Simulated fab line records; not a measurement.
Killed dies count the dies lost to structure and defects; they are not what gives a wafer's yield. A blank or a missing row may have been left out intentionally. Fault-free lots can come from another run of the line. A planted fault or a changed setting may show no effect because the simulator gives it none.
Which tool was responsible? :: flow berkeley_cmos170 :: 45 wafers from 15 lots sampled at 2 of the route's 331 steps

## WHAT EACH GAUGE READ, for each wafer
UCB170_SPACER_THK_MEAS_01. Usual: for SPACER_TEOS_THK the level is 377 nm and the standard deviation is 4.8.
lot: L647
measured: day 6 08:47
on: film_metro-04
SPACER_TEOS_THK (nm): 377 380 382
flag: 

lot: L649
measured: day 6 22:29
on: film_metro-01
SPACER_TEOS_THK (nm): 376 380 379
flag: 

lot: L652
measured: day 6 22:29
on: film_metro-04
SPACER_TEOS_THK (nm): 376 378 373
flag: 

lot: L650
measured: day 6 22:50
on: film_metro-03
SPACER_TEOS_THK (nm): 418 424 425
flag: OFF

lot: L651
measured: day 7 00:05
on: film_metro-04
SPACER_TEOS_THK (nm): 367 370 379
flag: 

lot: L653
measured: day 7 09:35
on: film_metro-01
SPACER_TEOS_THK (nm): 426 430 432
flag: OFF

lot: L655
measured: day 7 22:47
on: film_metro-04
SPACER_TEOS_THK (nm): 418 421 419
flag: OFF

lot: L657
measured: day 8 08:40
on: film_metro-01
SPACER_TEOS_THK (nm): 372 375 373
flag: 

lot: L661
measured: day 8 23:43
on: film_metro-04
SPACER_TEOS_THK (nm): 375 371 377
flag: 

lot: L662
measured: day 9 11:55
on: film_metro-03
SPACER_TEOS_THK (nm): 377 372 377
flag: 

lot: L663
measured: day 9 12:28
on: film_metro-01
SPACER_TEOS_THK (nm): 372 377 379
flag: 

lot: L665
measured: day 10 11:07
on: film_metro-01
SPACER_TEOS_THK (nm): 372 375 374
flag: 

lot: L666
measured: day 10 11:23
on: film_metro-01
SPACER_TEOS_THK (nm): 375 376 381
flag: 

lot: L668
measured: day 10 19:10
on: film_metro-01
SPACER_TEOS_THK (nm): 370 382 373
flag: 

lot: L669
measured: day 10 19:32
on: film_metro-03
SPACER_TEOS_THK (nm): 375 372 382
flag: 

## TOOL THAT RAN EACH LOT (tool first, then ch and the chambers of the sampled wafers, then the start)
lot: L647
UCB170_SPACER_CVD_00: pecvd-04 ch 0,2, day 6 08:45

lot: L649
UCB170_SPACER_CVD_00: pecvd-04 ch 0,1,2, day 6 22:26

lot: L652
UCB170_SPACER_CVD_00: pecvd-03 ch 0,1, day 6 22:26

lot: L650
UCB170_SPACER_CVD_00: pecvd-04 ch 0,1,2, day 6 22:47

lot: L651
UCB170_SPACER_CVD_00: pecvd-03 ch 0,1,2, day 7 00:02

lot: L653
UCB170_SPACER_CVD_00: pecvd-04 ch 0,1, day 7 09:31

lot: L655
UCB170_SPACER_CVD_00: pecvd-04 ch 1,2, day 7 22:44

lot: L657
UCB170_SPACER_CVD_00: pecvd-02 ch 0,2, day 8 08:37

lot: L661
UCB170_SPACER_CVD_00: pecvd-02 ch 0,2, day 8 23:40

lot: L662
UCB170_SPACER_CVD_00: pecvd-02 ch 0,1,2, day 9 11:52

lot: L663
UCB170_SPACER_CVD_00: pecvd-03 ch 0,1, day 9 12:25

lot: L665
UCB170_SPACER_CVD_00: pecvd-02 ch 0,2, day 10 11:04

lot: L666
UCB170_SPACER_CVD_00: pecvd-03 ch 1,2, day 10 11:20

lot: L668
UCB170_SPACER_CVD_00: pecvd-03 ch 0,2, day 10 19:07

lot: L669
UCB170_SPACER_CVD_00: pecvd-04 ch 0,1,2, day 10 19:29
- UCB170_SPACER_CVD_00: deposits SiO2 from TEOS/O2, target thk 376 nm, time 47 s.

## AS READ BY THE TOOLS THEMSELVES (means over the sampled wafers that have a number; for cases with no such wafer, the mark the record gives instead)
UCB170_SPACER_CVD_00. Usual: heater_power_w 280 W, standard deviation 57.
lot: L647
tool: pecvd-04
heater_power_w (W): 272
flag: 

lot: L649
tool: pecvd-04
heater_power_w (W): 289
flag: 

lot: L652
tool: pecvd-03
heater_power_w (W): 272
flag: 

lot: L650
tool: pecvd-04
heater_power_w (W): 257
flag: 

lot: L651
tool: pecvd-03
heater_power_w (W): 252
flag: 

lot: L653
tool: pecvd-04
heater_power_w (W): 236
flag: 

lot: L655
tool: pecvd-04
heater_power_w (W): 307
flag: 

lot: L657
tool: pecvd-02
heater_power_w (W): 282
flag: 

lot: L661
tool: pecvd-02
heater_power_w (W): 300
flag: 

lot: L662
tool: pecvd-02
heater_power_w (W): 291
flag: 

lot: L663
tool: pecvd-03
heater_power_w (W): 225
flag: 

lot: L665
tool: pecvd-02
heater_power_w (W): 286
flag: 

lot: L666
tool: pecvd-03
heater_power_w (W): 230
flag: 

lot: L668
tool: pecvd-03
heater_power_w (W): 248
flag: 

lot: L669
tool: pecvd-04
heater_power_w (W): 291
flag: 

## THE ANSWER, worked out from the rows above alone
Rule: a lot counts as off when the mean over its wafers that have a number is more than 3 standard deviations away from the usual mean. Also off: a lot with no number at a reading for which 4 or more lots have one. Any other lot the step has rows for is counted as sound. After the gauges, taken in route order, come the tools' own readings; for these a lot's mean is taken, as printed above. At the first step where some lot is off, the reading lying furthest off is the one used; lots without a number count as furthest.
Off: L650, L653, L655, at UCB170_SPACER_THK_MEAS_01 (SPACER_TEOS_THK).
If a tool, at a process step before that reading, ran all the lots that are off and no sound lot after the first of them, it fits. The gauges at UCB170_SPACER_THK_MEAS_01 are tried like those tools. Not one of the candidates tried fits.

## WHAT THE SIMULATOR HAD INSERTED
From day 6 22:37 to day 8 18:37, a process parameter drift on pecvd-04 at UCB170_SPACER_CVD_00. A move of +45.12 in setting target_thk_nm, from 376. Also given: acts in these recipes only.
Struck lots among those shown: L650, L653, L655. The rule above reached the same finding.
